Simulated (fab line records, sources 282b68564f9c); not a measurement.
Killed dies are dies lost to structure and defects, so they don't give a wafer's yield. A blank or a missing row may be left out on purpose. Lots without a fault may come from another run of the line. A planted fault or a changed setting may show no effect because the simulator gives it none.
Which tool did it? | flow rit_cmos | 15 lots, 45 wafers sampled, at 2 steps of a route of 202

WHAT THE GAUGES READ, wafer by wafer
RIT_PWELL_OVL_MEAS_06.
lot  | measured    | on         | PWELL_OVL (nm)
L347 | day 2 05:06 | overlay-01 | -1.0 -1.6 -1.9
L348 | day 2 08:36 | overlay-01 | -0.2 0.4 -0.4
L349 | day 2 15:49 | overlay-02 | -1.1 -0.3 -0.7
L350 | day 2 20:54 | overlay-02 | 1.1 1.5 0.2
L351 | day 3 01:43 | overlay-01 | 2.5 1.4 1.4
L352 | day 3 05:45 | overlay-01 | 360.0 360.7 361.0 359.0 359.9 360.6
L353 | day 3 11:25 | overlay-02 | -1.0 -2.1 -1.6
L354 | day 3 14:28 | overlay-02 | 359.4 358.5 359.8 358.4 358.3 358.7
L358 | day 4 11:35 | overlay-02 | 360.2 360.4 360.2 358.9 359.8 359.9
L359 | day 4 21:19 | overlay-01 | 0.2 -0.5 0.0
L360 | day 4 22:44 | overlay-02 | 2.5 2.2 1.1
L361 | day 5 01:47 | overlay-01 | 0.5 2.1 0.8
L364 | day 5 20:13 | overlay-02 | 1.9 0.7 1.2
L365 | day 6 08:47 | overlay-02 | 0.8 -1.2 1.5
L369 | day 7 01:53 | overlay-01 | 0.8 -0.1 -0.4

WHICH TOOL RAN EACH LOT (tool, then ch and the chambers of the sampled wafers, then the start)
lot  | RIT_PWELL_EXPOSE_03
L347 | iline_stepper-02 ch 0, day 2 04:41
L348 | iline_stepper-01 ch 0, day 2 08:11
L349 | iline_stepper-02 ch 0, day 2 15:23
L350 | iline_stepper-01 ch 0, day 2 20:28
L351 | iline_stepper-02 ch 0, day 3 01:17
L352 | iline_stepper-01 ch 0, day 3 05:19
L353 | iline_stepper-02 ch 0, day 3 11:00
L354 | iline_stepper-01 ch 0, day 3 13:59
L358 | iline_stepper-01 ch 0, day 4 11:02
L359 | iline_stepper-02 ch 0, day 4 20:53
L360 | iline_stepper-02 ch 0, day 4 22:20
L361 | iline_stepper-02 ch 0, day 5 01:22
L364 | iline_stepper-02 ch 0, day 5 19:47
L365 | iline_stepper-02 ch 0, day 6 08:22
L369 | iline_stepper-02 ch 0, day 7 01:29
- RIT_PWELL_EXPOSE_03: exposes mask M3, target cd 43700 nm.

WHAT THE TOOLS THEMSELVES READ (means of the sampled wafers that have a number; where no wafer has one, the mark that the record gives instead)
RIT_PWELL_EXPOSE_03.
lot  | tool             | focus_offset_nm (nm)
L347 | iline_stepper-02 | 0.5
L348 | iline_stepper-01 | -0.5
L349 | iline_stepper-02 | -0.2
L350 | iline_stepper-01 | 0.3
L351 | iline_stepper-02 | 0.2
L352 | iline_stepper-01 | 0.4
L353 | iline_stepper-02 | -0.5
L354 | iline_stepper-01 | -0.4
L358 | iline_stepper-01 | -0.2
L359 | iline_stepper-02 | -0.3
L360 | iline_stepper-02 | 0.2
L361 | iline_stepper-02 | -0.1
L364 | iline_stepper-02 | 0.1
L365 | iline_stepper-02 | 0.0
L369 | iline_stepper-02 | -0.4

THE ANSWER, worked out from the rows above alone
Rule: what is usual is taken from the lots themselves. Put in order of their means at a reading, lots are off if they are a third of the lots or fewer, leave a main group of 4 or more, and stand apart from it by a gap of 3 or more times the standard deviation of the main group's means; of several such gaps the widest counts. A main group whose means are all the same, to the digits that the tables above print for the reading, isn't used. A lot without any number at a reading at which 4 lots or more have one is off too. The other lots that the step has rows for count as sound. The gauges are gone through in route order, then the tools' own readings, and for those a lot's mean is taken as printed above. The first step at which some lot is off is used, and at that step the reading that is off furthest; a lot without a number counts as furthest.
Off: L352, L354, L358, at RIT_PWELL_OVL_MEAS_06 (PWELL_OVL). The main group: mean 0.3 nm, standard deviation 1.1.
A tool fits if, at a process step before that reading, it ran every lot that is off, and no sound lot after the first of them. The gauges at RIT_PWELL_OVL_MEAS_06 are tried like those tools. One fits: iline_stepper-01 at RIT_PWELL_EXPOSE_03. Its last sound lot is L350 (day 2 20:28), its first lot that is off L352 (day 3 05:19): a fault that began between those two fits.

WHAT THE SIMULATOR HAD PUT IN
Scanner matching overlay: iline_stepper-01, from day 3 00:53 on, at RIT_PWELL_EXPOSE_03. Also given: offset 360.
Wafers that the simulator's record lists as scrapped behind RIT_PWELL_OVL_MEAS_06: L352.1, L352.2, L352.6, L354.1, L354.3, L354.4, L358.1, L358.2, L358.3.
Lots struck among those shown: L352, L354, L358. The rule above found the same.
